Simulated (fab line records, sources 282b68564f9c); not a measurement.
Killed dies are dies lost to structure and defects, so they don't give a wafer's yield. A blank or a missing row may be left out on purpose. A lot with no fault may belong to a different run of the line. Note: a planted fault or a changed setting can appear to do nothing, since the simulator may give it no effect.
Comparing a struck lot with a sound one	flow rit-cmos	22 out of 202 route steps
Sound: wafers L461.2, L461.3, L461.5. Struck: wafers L465.2, L465.5, L465.6. At the end, the cause is stated.
At each step with rows: each side's tool, then ch and its chambers, then its first start. Under that, the readings that differ: sound wafers	struck wafers	difference of the means	sigmas: that difference in standard deviations of wafers without a fault.
alike: a reading whose means differ by less than 2 such deviations, as well as words and numbers matching on both sides. not compared: withheld readings; readings where some wafer has no value; bounds like >300 that might hide an equal value; numbers whose values overlap and for which the record gives no deviation.
The two part at a step that has a row with sigmas, a row that says differs or no value, or rows on one side only. Numbers that don't overlap but have no deviation are shown without sigmas and don't part them. A reading that every wafer of one side lacks parts them only if that side has two wafers or more.

first, 6 steps without rows for these wafers: RIT_PSD_HMDS_00 (prime time 60 s); RIT_PSD_COAT_01 (resist thk 1000 nm); RIT_PSD_SOFTBAKE_02 (time 60 s); RIT_PSD_EXPOSE_03 (exposes mask M10, target cd 40900 nm); RIT_PSD_PEB_04; RIT_PSD_DEVELOP_05 (develop time 50 s).
RIT_PSD_OVL_MEAS_06:
  sound on overlay-01, day 4 16:43; struck on overlay-01, day 5 14:24
  alike: PSD_OVL
then, 2 steps without rows for these wafers: RIT_PSD_HARDBAKE_07 (time 60 s); RIT_PSD_IMPLANT_08.
RIT_PSD_STRIP_09: strips in O2, time 180 s.
  sound on plasma-asher-04 ch 0,1, day 4 17:03; struck on plasma-asher-04 ch 0,1, day 5 14:56
  alike: drypump-motor-current-A
  not compared: rf-hours-counter-h
RIT_PSD_TW_MEAS_10:
  sound on film-metro-02, day 4 17:14; struck on film-metro-01, day 5 15:07
  alike: PSD_TW
then, 1 step without rows for these wafers: RIT_SDANNEAL_CLEAN_00 (cleans in SC1, time 600 s).
RIT_SDANNEAL_CLEAN_01: cleans in dHF, time 30 s.
  sound on wet-bench-03 ch 1, day 4 17:28; struck on wet-bench-03 ch 3, day 5 15:22
reading	sound	struck	difference	sigmas
run-length-s (s)	61.9 61.9 61.9	177.1 177.1 177.1	+115.2	+43
model.SiO2_of_FOX2_OXIDATION_00.thk-nm (nm)	165.3 167.5 160.8	127.7 120.1 129.2	-38.9	
then, 1 step without rows for these wafers: RIT_SDANNEAL_CLEAN_02 (cleans in SC2, time 600 s).
RIT_SDANNEAL_RTA_03: time 5 s.
  sound on rtp-anneal-01 ch 0, day 4 17:41; struck on rtp-anneal-02 ch 0, day 5 15:34
  alike: wafer_temp_C_max
RIT_SDANNEAL_RS_MEAS_04: measurement is done with a four-point probe.
  sound on film-metro-02, day 4 17:44; struck on film-metro-02, day 5 15:38
  alike: PSD_RS
RIT_SDANNEAL_RS_MEAS_05: measurement is done with a four-point probe.
  sound on film-metro-02, day 4 17:52; struck on film-metro-02, day 5 15:46
  alike: NSD_RS
RIT_SDANNEAL_RS_MEAS_06: measurement is done with a four-point probe.
  sound on film-metro-02, day 4 17:59; struck on film-metro-02, day 5 15:53
  alike: PLDD_RS
RIT_SDANNEAL_RS_MEAS_07: measurement is done with a four-point probe.
  sound on film-metro-02, day 4 18:06; struck on film-metro-02, day 5 16:00
  alike: NLDD_RS
RIT_SILICIDE_WET_ETCH_00: etches SiO2 in BOE, target depth 14 nm, time 15 s.
  sound on wet-bench-04 ch 0, day 4 18:12; struck on wet-bench-04 ch 1, day 5 16:06
reading	sound	struck	difference	sigmas
model.SiO2_of_FOX2_OXIDATION_00.thk-nm (nm)	149.9 152 145.3	112.1 104.5 113.5	-39.0	
RIT_SILICIDE_SPUTTER_01: material Ti, target thk 30 nm, time 240 s.
  sound on pvd-sputter-01, day 4 18:13; struck on pvd-sputter-04, day 5 16:07
  alike: throttle-valve-pct
RIT_M1_PROBE_99:
  sound on prober-02, day 5 01:17; struck on prober-01, day 5 23:23
reading	sound	struck	difference	sigmas
model.etest.nplus-sal.width-nm (nm)	3448 3482 3460	3519 3546 3519	+65	
model.etest.pplus-sal.width-nm (nm)	3440 3472 3456	3506 3551 3505	+65	
model.etest.field-p-metal.vt-v (V)	-28.61 -28.34 -28.59	-26.73 -27.26 -27.35	+1.40	
model.etest.pplus-sal.line-ohm-um	1.263 1.242 1.28	1.189 1.178 1.191	-0.076	
model.etest.nplus-sal.line-ohm-um	1.254 1.243 1.263	1.18 1.196 1.188	-0.07	
  alike: killed-at-front-end, killed-dies, killed-open, killed-short

WHERE THEY PART
Only at RIT_SDANNEAL_CLEAN_01, within this record. Later steps at which nothing parts them and some readings are alike: RIT_SDANNEAL_RTA_03, RIT_SDANNEAL_RS_MEAS_04, RIT_SDANNEAL_RS_MEAS_05, RIT_SDANNEAL_RS_MEAS_06, RIT_SDANNEAL_RS_MEAS_07, RIT_SILICIDE_SPUTTER_01, RIT_M1_PROBE_99.

WHY: the cause the simulator had injected
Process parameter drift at RIT_SDANNEAL_CLEAN_01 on wet-bench-03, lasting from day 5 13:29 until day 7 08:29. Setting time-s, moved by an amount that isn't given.
